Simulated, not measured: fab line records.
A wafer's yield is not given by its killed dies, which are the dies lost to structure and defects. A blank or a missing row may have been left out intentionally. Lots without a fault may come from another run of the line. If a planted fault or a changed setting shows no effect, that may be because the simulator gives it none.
Comparing a struck lot with a sound one / flow berkeley_cmos170 / 15 out of 331 route steps
Sound: wafers L343.2, L343.4, L343.6. Struck: wafer L351.1 (left out: L351.2, L351.6 of the same lot, which were not struck); the cause appears at the end.
For every step that has rows: the tool of each side, followed by ch and its chambers, followed by its first start. Under that, the readings that differ: sound wafers / struck wafers / difference of the means / sigmas: that difference in standard deviations of wafers without a fault.
alike: readings with means less than 2 such deviations apart, plus words and numbers identical on both sides. not compared: withheld readings, readings lacking a value on some wafer, bounds such as >300 that could conceal the same value, and numbers that have no deviation in the record and whose values overlap.
A row with sigmas, a row that says differs or no value, or rows on one side alone: a step with any of these is where the two part. When numbers do not overlap yet have no deviation, they are printed without sigmas and do not part them. Lack of a reading on every wafer of one side parts them only where that side has two or more wafers.

first, 1 step without rows for these wafers: UCB170_M2_SOFTBAKE_06 (time 60 s).
UCB170_M2_STRIP_07: strips in O2.
  sound on plasma_asher-02 ch 1, day 8 00:01; struck on plasma_asher-02 ch 0, day 9 17:45
  alike: drypump_motor_current_A, o2_flow_sccm, oes_product_au, strip_time_to_endpoint_s
  not compared: rf_hours_counter_h
then, 7 steps without rows for these wafers: UCB170_M2_STRIP_08 (strips KrF in DMSO, time 600 s); UCB170_M2_COAT_09; UCB170_M2_COAT_10 (resist thk 900 nm); UCB170_M2_SOFTBAKE_11 (time 60 s); UCB170_M2_EXPOSE_12 (exposes mask METAL2, target cd 700 nm); UCB170_M2_PEB_13; UCB170_M2_DEVELOP_14 (develop time 45 s).
UCB170_M2_CD_MEAS_15: target cd 700 nm.
  sound: cd_sem-02 at day 8 02:04; struck: cd_sem-01 at day 9 19:32
  alike: cd_nm
UCB170_M2_OVL_MEAS_16:
  sound: overlay-02 at day 8 02:10; struck: overlay-02 at day 9 19:40
  alike: M2_OVL
UCB170_M2_ETCH_17: etches BARC in N2/H2.
  sound on rie_diel-03 ch 0,1,2, day 8 02:12; struck on rie_diel-01 ch 0, day 9 19:41
reading=oes_product_au (a.u.); sound=1.024 1.014 0.997; struck=0.956; difference=-0.056; sigmas=-2
  alike: drypump_motor_current_A, n2_flow_sccm, rf_fwd_power_W, throttle_valve_pct
UCB170_M2_METAL_ETCH_18: etches Al in Cl2/BCl3, stops on SiO2, target depth 1170 nm, time 201.3 s.
  sound on rie_metal-04 ch 0,1, day 8 02:14; struck on rie_metal-04 ch 1, day 9 19:44
reading=model.KrF_of_M2_COAT_10.thk_nm (nm); sound=169.7 148.5 176.2; struck=252; difference=+87; sigmas=
reading=model.M2.cd_nm (nm); sound=695.9 700 697.7; struck=700.7; difference=+2.8; sigmas=
reading=model.SiO2_of_V1_CVD_00.thk_nm (nm); sound=936.2 932.3 935; struck=943.5; difference=+9.0; sigmas=
  alike: drypump_motor_current_A, oes_product_au, throttle_valve_pct
  not compared: rf_fwd_power_W, rf_hours_counter_h
UCB170_M2_STRIP_19: strips in O2.
  sound on plasma_asher-01 ch 0,1, day 8 02:29; struck on plasma_asher-03 ch 0, day 9 19:55
reading=drypump_motor_current_A (A); sound=5.56 5.06 5.03; struck=5.80; difference=+0.58; sigmas=+2
reading=oes_product_au (a.u.); sound=0.495 0.470 0.503; struck=0.581; difference=+0.092; sigmas=+7
  alike: o2_flow_sccm
  not compared: rf_hours_counter_h
UCB170_M2_CD_MEAS_90: target cd 700 nm.
  sound: cd_sem-01 at day 8 02:37; struck: cd_sem-02 at day 9 20:01
  alike: cd_nm

WHERE THEY PART
At UCB170_M2_ETCH_17 first; at UCB170_M2_STRIP_19 last (within this record only). Later steps at which nothing parts them and some readings are alike: UCB170_M2_CD_MEAS_90.

WHY: what had been put in by the simulator
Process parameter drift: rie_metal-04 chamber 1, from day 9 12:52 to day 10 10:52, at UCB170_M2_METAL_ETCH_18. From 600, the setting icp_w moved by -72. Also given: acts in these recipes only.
